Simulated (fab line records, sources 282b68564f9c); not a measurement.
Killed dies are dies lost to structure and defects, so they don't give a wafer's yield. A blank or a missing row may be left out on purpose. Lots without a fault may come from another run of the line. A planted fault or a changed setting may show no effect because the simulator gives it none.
fab line records | flow rit_cmos
record lots=5 wafers=15 last_day=7
route steps=202 shown ACTIVE@1 FOX1@20 FOX2@23 M1@202
lots that met no fault: from a run of the same line without faults
start_h: hours from the record's first day to the start of the lot's first wafer shown | wait_h: hours since the lot's step before | " the same as in the row above | L1.1+2: a row that stands for several wafers | - no value, or no start given | * or withheld: withheld | < > ~ a bound
route shown NAME@n: a module of which the file shows steps, and the number in the route of the first | usual: mean/standard deviation of fault-free wafers | same: alike in all rows | chamber/n: place in a boat | sites: the reading at each site | _std_site: their standard deviation | _edge_site: outer sites' mean less inner sites' | radius_mm: how far each site lies from the wafer's centre | mask NAME#n: copy n | behind: the tool/chamber that last shaped the wafer | hold: why the lot was held/for how many hours/how that ended | device: the transistor (n, p or np) that didn't switch | end of line: the same wafers' tests at the end of the route | a step without rows: its recipe alone | killed: dies lost to structure and defects at the first sort, not the wafer's yield | map: a wafer's dies, x killed, . not, _ none there
set.NAME: the setting as run; set.NAME@STEP: as run at that earlier step | model.NAME: the simulator's own value behind a step, which no gauge read
lots at some steps of the route; a table a step, a row a wafer
services: from which hour (start_h, from the record's first day; less than 0 if before it) a tool's chamber was out of use, for how many hours, and why
## steps
# step RIT_ACTIVE_BOW_MEAS_00
# recipe mode=bow
# usual INCOMING_BOW=-1/6.5
# columns lot.wafer tool chamber start_h wait_h INCOMING_BOW[um]
L382.1 film_metro-04 - 35.00 - -1
L382.4 " - " " 3
L382.5 " - " " 2
L388.1 film_metro-04 - 65.00 - 2
L388.3 " - " " -12
L388.4 " - " " 6
L395.2 film_metro-03 - 100.02 - -3
L395.3 " - " " 2
L395.5 " - " " -5
L396.2 film_metro-01 - 105.02 - -4
L396.3 " - " " -2
L396.4 " - " " -2
L397.2 film_metro-03 - 110.02 - 1
L397.5 " - " " -5
L397.6 " - " " -4
# step RIT_ACTIVE_OXIDATION_01
# recipe temp_c=1000 ambient=O2 target_thk_a=468 ox_time_s=3360
# step RIT_ACTIVE_THK_MEAS_02
# recipe reads=SiO2_of_ACTIVE_OXIDATION_01
# usual ACTIVE_OXIDE_THK=47.1/1
# columns lot.wafer tool chamber start_h wait_h ACTIVE_OXIDE_THK[nm]
L382.1 film_metro-03 - 38.02 0.0 45.7
L382.4 " - " " 46.2
L382.5 " - " " 45.9
L388.1 film_metro-03 - 67.08 0.0 47.8
L388.3 " - " " 47.0
L388.4 " - " " 46.4
L395.2 film_metro-01 - 102.49 0.0 47.9
L395.3 " - " " 47.5
L395.5 " - " " 47.8
L396.2 film_metro-04 - 107.48 0.0 46.5
L396.3 " - " " 47.2
L396.4 " - " " 47.2
L397.2 film_metro-01 - 114.65 0.0 47.1
L397.5 " - " " 47.8
L397.6 " - " " 47.4
# step RIT_ACTIVE_CVD_03
# recipe material=Si3N4 target_thk_nm=150 temp_c=810 precursor=SiH2Cl2/NH3 time_s=1500 pressure_mtorr=300 sih2cl2_flow_sccm=60 nh3_flow_sccm=150
# usual susceptor_temp_C=809.9/0.34 zone_power_centre_pct=37/3.1
# columns lot.wafer tool chamber start_h wait_h susceptor_temp_C zone_power_centre_pct model.Si3N4_of_ACTIVE_CVD_03.thk_nm
L382.1 lpcvd-01 0 39.97 1.9 810.2 37 148.7
L382.4 " 0 " " 810.3 36 149.2
L382.5 " 0 " " 810.2 37 148.2
L388.1 lpcvd-02 1 67.14 0.1 809.6 35 149.4
L388.3 " 1 " " 809.6 35 147.4
L388.4 " 1 " " 809.6 35 148.2
L395.2 lpcvd-01 0 102.54 0.0 809.6 37 151.7
L395.3 " 0 " " 810.1 37 150.5
L395.5 " 0 " " 809.8 37 153.6
L396.2 lpcvd-02 1 107.94 0.5 809.5 35 135.2
L396.3 " 1 " " 810.6 35 136.5
L396.4 " 1 " " 810.2 35 136.4
L397.2 lpcvd-01 1 114.85 0.2 809.3 43 148
L397.5 " 1 " " 809.1 43 149
L397.6 " 1 " " 810.1 42 148.4
# step RIT_ACTIVE_THK_MEAS_04
# recipe reads=Si3N4_of_ACTIVE_CVD_03
# usual ACTIVE_NITRIDE_THK=149.9/1.5
# columns lot.wafer tool chamber start_h wait_h ACTIVE_NITRIDE_THK[nm]
L382.1 film_metro-03 - 41.39 0.0 148.7
L382.4 " - " " 149.3
L382.5 " - " " 148.1
L388.1 film_metro-04 - 68.55 0.0 149.3
L388.3 " - " " 147.3
L388.4 " - " " 148.2
L395.2 film_metro-03 - 103.97 0.0 151.6
L395.3 " - " " 150.6
L395.5 " - " " 153.7
L396.2 film_metro-03 - 109.37 0.0 135.3
L396.3 " - " " 136.5
L396.4 " - " " 136.3
L397.2 film_metro-03 - 116.27 0.0 148.0
L397.5 " - " " 149.0
L397.6 " - " " 148.3
# step RIT_ACTIVE_HMDS_05
# recipe prime_time_s=60 prime_temp_c=140
# step RIT_ACTIVE_COAT_06
# recipe resist=NOVOLAK spin_rpm=3250 resist_thk_nm=1000
# step RIT_ACTIVE_SOFTBAKE_07
# recipe resist=NOVOLAK temp_c=90 time_s=60
# step RIT_ACTIVE_EXPOSE_08
# recipe mask_id=M1 na=0.6 source_shape=conventional sigma_outer=0.6 target_cd_nm=1400 dose_mj=225
# step RIT_ACTIVE_PEB_09
# recipe resist=NOVOLAK temp_c=withheld time_s=withheld
# step RIT_ACTIVE_DEVELOP_10
# recipe resist=NOVOLAK develop_time_s=50 dev_temp_c=23
# step RIT_ACTIVE_CD_MEAS_11
# recipe target_cd_nm=1400
# usual cd_nm=1399.6/1.9
# columns lot.wafer tool chamber start_h wait_h cd_nm
L382.1 cd_sem-02 - 42.89 - 1397.0
L382.4 " - " " 1397.8
L382.5 " - " " 1397.0
L388.1 cd_sem-01 - 69.59 - 1400.9
L388.3 " - " " 1402.8
L388.4 " - " " 1398.3
L395.2 cd_sem-01 - 105.01 - 1397.7
L395.3 " - " " 1398.4
L395.5 " - " " 1398.3
L396.2 cd_sem-01 - 110.45 - 1401.8
L396.3 " - " " 1400.3
L396.4 " - " " 1401.4
L397.2 cd_sem-02 - 117.32 - 1402.0
L397.5 " - " " 1399.6
L397.6 " - " " 1401.9
# step RIT_ACTIVE_HARDBAKE_12
# recipe resist=NOVOLAK temp_c=140 time_s=60
# step RIT_ACTIVE_ETCH_13
# recipe stop_on=SiO2 chemistry=SF6 target=Si3N4 time_s=210 over_etch_frac=0.4 SF6_flow_sccm=200 pressure_mtorr=260 rf_w=125 target_depth_a=2100
# usual chamber_pressure_mTorr=259.98/0.24 drypump_motor_current_A=5.8/0.62 oes_product_au=0.821/0.013 throttle_valve_pct=7.52/0.12
# same over_etch_frac=0.4
# columns lot.wafer tool chamber start_h wait_h chamber_pressure_mTorr drypump_motor_current_A oes_product_au rf_hours_counter_h throttle_valve_pct model.etch.depth_nm model.ACTIVE.feature_depth_nm
L382.1 rie_diel-03 1 43.16 0.1 260.03 6.2 0.801 116 7.70 148.7 149
L382.4 " 0 " " 259.86 5.8 0.813 60 7.59 149.2 149.2
L382.5 " 2 " " 260.27 6.5 0.805 - 7.54 148.2 149.2
L388.1 rie_diel-04 1 69.86 0.1 260.15 6.5 0.826 91 7.43 149.4 150.4
L388.3 " 3 " " 259.85 6.2 0.824 2 7.65 147.4 147.4
L388.4 " 2 " " 260.09 6.2 0.814 9 7.46 148.2 148.2
L395.2 rie_diel-03 2 105.26 0.1 259.92 6.6 0.820 66 7.55 151.7 152.8
L395.3 " 0 " " 260.06 5.8 0.806 61 7.60 150.5 150.5
L395.5 " 1 " " 259.99 6.2 0.814 - 7.70 153.6 154
L396.2 rie_diel-01 1 110.70 0.1 260.33 6.4 0.790 110 7.29 135.2 136
L396.3 " 0 " " 259.89 4.9 0.798 119 7.56 136.5 137.9
L396.4 " 2 " " 259.78 5.2 0.766 51 7.53 136.4 136.4
L397.2 rie_diel-04 3 117.57 0.1 259.92 6.2 0.830 3 7.66 148 148
L397.5 " 2 " " 260.24 6.2 0.821 - 7.49 149 149
L397.6 " 1 " " 260.09 6.5 0.826 - 7.41 148.4 149.4
# step RIT_ACTIVE_STRIP_14
# recipe chemistry=O2 time_s=180 resist=NOVOLAK platen_temp_c=withheld power_w=500 pressure_mtorr=4000 o2_flow_sccm=4000
# usual chamber_pressure_mTorr=4001/3.9 drypump_motor_current_A=5.57/0.28 o2_flow_sccm=4000/13
# columns lot.wafer tool chamber start_h wait_h chamber_pressure_mTorr drypump_motor_current_A o2_flow_sccm rf_hours_counter_h
L382.1 plasma_asher-01 0 43.30 0.1 3997 5.54 4005 25
L382.4 " 0 " " 4001 5.54 3989 -
L382.5 " 0 " " 3996 5.55 3989 -
L388.1 plasma_asher-02 0 69.99 0.1 3998 5.50 4017 44
L388.3 " 1 " " 4000 5.62 4008 -
L388.4 " 0 " " 3999 5.52 4016 -
L395.2 plasma_asher-02 0 105.40 0.1 4001 5.51 4008 48
L395.3 " 1 " " 4002 5.64 4000 -
L395.5 " 1 " " 4004 5.59 3994 -
L396.2 plasma_asher-02 1 110.83 0.1 4002 5.63 3973 48
L396.3 " 0 " " 3997 5.52 3999 -
L396.4 " 1 " " 3999 5.61 3974 -
L397.2 plasma_asher-01 0 117.70 0.1 3999 5.54 4012 33
L397.5 " 1 " " 4000 4.96 3982 -
L397.6 " 0 " " 4001 5.56 4011 -
# step RIT_ACTIVE_CD_MEAS_90
# recipe target_cd_nm=1400
# usual cd_nm=1399.6/1.9
# columns lot.wafer tool chamber start_h wait_h cd_nm
L382.1 cd_sem-02 - 43.47 0.1 1397.1
L382.4 " - " " 1398.2
L382.5 " - " " 1397.3
L388.1 cd_sem-01 - 70.17 0.1 1400.1
L388.3 " - " " 1402.9
L388.4 " - " " 1398.6
L395.2 cd_sem-01 - 105.59 0.1 1397.6
L395.3 " - " " 1398.9
L395.5 " - " " 1397.6
L396.2 cd_sem-02 - 111.03 0.1 1401.6
L396.3 " - " " 1400.4
L396.4 " - " " 1401.1
L397.2 cd_sem-02 - 117.90 0.1 1401.5
L397.5 " - " " 1399.4
L397.6 " - " " 1401.8
# step RIT_ACTIVE_CLEAN_15
# recipe chemistry=SC1 mix=3:3:50 time_s=600 temp_c=75
# step RIT_ACTIVE_CLEAN_16
# recipe chemistry=dHF dilution=50:1 time_s=30
# step RIT_ACTIVE_CLEAN_17
# recipe chemistry=SC2 mix=3:3:50 time_s=600 temp_c=75 dry=n2_spin
# step RIT_FOX1_OXIDATION_00
# recipe temp_c=1100 ambient=H2O target_thk_a=3507 p_h2o_torr=720 ox_time_s=1130
# step RIT_FOX1_THK_MEAS_01
# recipe reads=SiO2_of_FOX1_OXIDATION_00
# usual FOX1_OXIDE_THK=351/6.3
# columns lot.wafer tool chamber start_h wait_h FOX1_OXIDE_THK[nm]
L382.1 film_metro-03 - 45.99 0.0 357
L382.4 " - " " 361
L382.5 " - " " 364
L388.1 film_metro-01 - 73.38 0.0 357
L388.3 " - " " 358
L388.4 " - " " 360
L395.2 film_metro-01 - 107.59 0.0 346
L395.3 " - " " 352
L395.5 " - " " 351
L396.2 film_metro-03 - 114.49 0.0 354
L396.3 " - " " 348
L396.4 " - " " 348
L397.2 film_metro-02 - 119.70 0.0 349
L397.5 " - " " 350
L397.6 " - " " 346
# step RIT_FOX1_WET_ETCH_02
# recipe chemistry=BOE target_depth_nm=350 time_s=390 temp_c=21.5 dry=n2_spin dilution=10:1 target=SiO2
# step RIT_FOX2_OXIDATION_00
# recipe temp_c=1100 ambient=H2O target_thk_a=3507 p_h2o_torr=720 ox_time_s=1130
# step RIT_FOX2_THK_MEAS_01
# recipe reads=SiO2_of_FOX2_OXIDATION_00
# usual FOX2_OXIDE_THK=352/7.3
# columns lot.wafer tool chamber start_h wait_h FOX2_OXIDE_THK[nm]
L382.1 film_metro-04 - 48.09 0.0 346
L382.4 " - " " 348
L382.5 " - " " 349
L388.1 film_metro-02 - 74.98 0.0 352
L388.3 " - " " 354
L388.4 " - " " 354
L395.2 film_metro-01 - 109.09 0.0 352
L395.3 " - " " 354
L395.5 " - " " 354
L396.2 film_metro-01 - 116.43 0.0 362
L396.3 " - " " 356
L396.4 " - " " 363
L397.2 film_metro-02 - 121.19 0.0 344
L397.5 " - " " 343
L397.6 " - " " 341
# step RIT_FOX2_CLEAN_02
# recipe chemistry=dHF dilution=50:1 time_s=180
# columns lot.wafer tool chamber start_h wait_h model.Si3N4_of_ACTIVE_CVD_03.thk_nm
L382.1 wet_bench-02 0 48.15 0.1 129.4
L382.4 " 0 " " 129.9
L382.5 " 0 " " 128.9
L388.1 wet_bench-04 3 75.04 0.1 130.1
L388.3 " 3 " " 128.1
L388.4 " 3 " " 128.9
L395.2 wet_bench-01 1 109.14 0.0 132.5
L395.3 " 1 " " 131.3
L395.5 " 1 " " 134.4
L396.2 wet_bench-04 0 116.48 0.0 115.9
L396.3 " 0 " " 117.2
L396.4 " 0 " " 117.1
L397.2 wet_bench-04 1 121.24 0.0 128.7
L397.5 " 1 " " 129.7
L397.6 " 1 " " 129.1
# step RIT_FOX2_WET_ETCH_03
# recipe chemistry=H3PO4 target=Si3N4 target_depth_nm=195 temp_c=165 time_s=2700
# step RIT_M1_PROBE_99
# usual killed_at_front_end=7/3 killed_dies=7/3 killed_on_rim=2.1/1.6 killed_open=3.4/1.8 killed_short=3.8/2.1
# same gross_dies=264 killed_at_M0_to_M3=0 killed_at_M4_up=0 killed_at_back_side=0 killed_at_contacts=0 killed_at_other=0
# columns lot.wafer tool chamber start_h wait_h killed_at_front_end killed_dies killed_on_rim killed_open killed_short
L396.2 prober-01 - 163.78 0.1 8 8 2 4 4
L396.3 prober-01 - 163.83 0.2 10 10 2 5 5
L396.4 prober-01 - 163.88 0.2 7 7 3 3 4
# killed by level:class
L396.2 GATE:geometric_particle:short=3 GATE:geometric_particle:open=2 FOX1:geometric_particle:open=1 FOX1:geometric_particle:short=1 FOX2:geometric_particle:open=1
L396.3 FOX2:geometric_particle:short=2 GATE:geometric_particle:open=2 SILICIDE:geometric_particle:short=2 FOX1:geometric_particle:open=1 FOX1:geometric_particle:short=1 REOX:geometric_particle:open=1 SILICIDE:geometric_particle:open=1
L396.4 GATE:geometric_particle:short=2 FOX1:geometric_particle:open=1 FOX1:geometric_particle:short=1 FOX2:geometric_particle:open=1 SILICIDE:geometric_particle:short=1 REOX:geometric_particle:open=1
## services
# columns tool chamber start_h hours kind
lpcvd-02 - 36.00 6.1 pm
rie_diel-04 0 42.82 4.8 repair
rie_diel-01 - 45.14 0.3 repair
lpcvd-02 - 54.66 2.6 repair
rie_diel-03 0 86.65 18.1 repair
## key
first_sign step=RIT_ACTIVE_THK_MEAS_04 reading=ACTIVE_NITRIDE_THK direction=down sigmas=9.3 usual=149.9 struck=136.0
effect step=RIT_ACTIVE_ETCH_13 reading=oes_product_au direction=down sigmas=2.8 usual=0.821 struck=0.785
model_effect step=RIT_ACTIVE_CVD_03 value=Si3N4_of_ACTIVE_CVD_03.thk_nm without=149.9 struck=136
model_effect step=RIT_ACTIVE_ETCH_13 value=etch.depth_nm without=149.9 struck=136
model_effect step=RIT_FOX2_CLEAN_02 value=Si3N4_of_ACTIVE_CVD_03.thk_nm without=130.6 struck=116.8
met_at RIT_ACTIVE_CVD_03
struck_wafers L396.2,L396.3,L396.4
tester_left_out L396
onset_between 67.14 107.94
fault kind=process_parameter_drift tool=lpcvd-02 chamber=1 onset_h=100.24 steps=RIT_ACTIVE_CVD_03 channel=target_thk_nm offset=-13.874 shape=step end_h=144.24 acts_in=these_recipes_only stated=150
# tester_left_out: of these lots the tester's yield and bins aren't shown, on N5 and GAA mostly nor the transistor test; their killed dies are dies lost to structure and defects alone, not to doping, threshold or leakage, so they don't give the yield
